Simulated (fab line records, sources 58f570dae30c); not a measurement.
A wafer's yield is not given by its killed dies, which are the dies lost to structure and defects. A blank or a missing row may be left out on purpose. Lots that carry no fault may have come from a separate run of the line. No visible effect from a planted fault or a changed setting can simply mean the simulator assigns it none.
The tool behind it: which one? | flow berkeley cmos170 | at 1 step of a route of 331, 15 lots with 45 wafers sampled

WHAT THE GAUGES READ, wafer by wafer
UCB170_ACTIVE_CD_MEAS_13 targets a cd of 1200 nm. Usual: cd nm 1200.0 nm, standard deviation 1.6.
lot  | measured    | on        | cd nm (nm)           | flag
L124 | day 4 12:46 | cd sem-01 | 1202.1 1200.2 1201.1 |
L125 | day 4 13:48 | cd sem-01 | 1199.2 1200.3 1198.7 |
L126 | day 5 01:46 | cd sem-02 | 1198.8 1196.9 1197.1 |
L131 | day 5 19:39 | cd sem-02 | 1201.1 1202.0 1201.0 |
L133 | day 6 06:17 | cd sem-02 | 1202.4 1201.7 1203.1 |
L132 | day 6 06:31 | cd sem-01 | 1202.4 1201.4 1202.1 |
L134 | day 6 06:44 | cd sem-02 | 1200.5 1199.5 1200.5 |
L135 | day 6 15:26 | cd sem-01 | 1200.7 1200.9 1199.9 |
L137 | day 7 09:08 | cd sem-01 | 1198.8 1198.7 1199.1 |
L139 | day 7 20:34 | cd sem-01 | 1198.9 1200.3 1199.8 |
L140 | day 8 00:50 | cd sem-01 | 1199.6 1199.2 1201.4 |
L142 | day 8 07:35 | cd sem-01 | 1200.1 1198.7 1199.7 |
L144 | day 9 14:11 | cd sem-01 | 1201.6 1202.2 1200.7 |
L145 | day 9 21:38 | cd sem-01 | 1201.8 1201.0 1200.0 |
L147 | day 9 21:44 | cd sem-01 | 1201.5 1200.9 1202.3 |

WHAT TOOL EACH LOT RAN ON (gives the tool, then ch and the chambers of the sampled wafers, and finally the start)
The record holds no process step before these readings.

AS READ BY THE TOOLS THEMSELVES (means over the sampled wafers that have a number; for cases with no such wafer, the mark the record gives instead)
The record holds no such reading with a usual standard deviation.

THE ANSWER, worked out from the rows above alone
Rule: take the mean of a lot's wafers that have a number; if it is more than 3 standard deviations from the usual mean, the lot is off. A lot without any number at a reading at which 4 lots or more have one is off too. Where the step has rows for the other lots, those lots are counted as sound. First the gauges in route order, then the tools' own readings, where a lot's mean is used as printed above. The first step at which some lot is off is used, and at that step the reading that is off furthest; a lot without a number counts as furthest.
None of the lots is off at any reading shown; this tells nothing.

WHAT WAS PUT IN BY THE SIMULATOR
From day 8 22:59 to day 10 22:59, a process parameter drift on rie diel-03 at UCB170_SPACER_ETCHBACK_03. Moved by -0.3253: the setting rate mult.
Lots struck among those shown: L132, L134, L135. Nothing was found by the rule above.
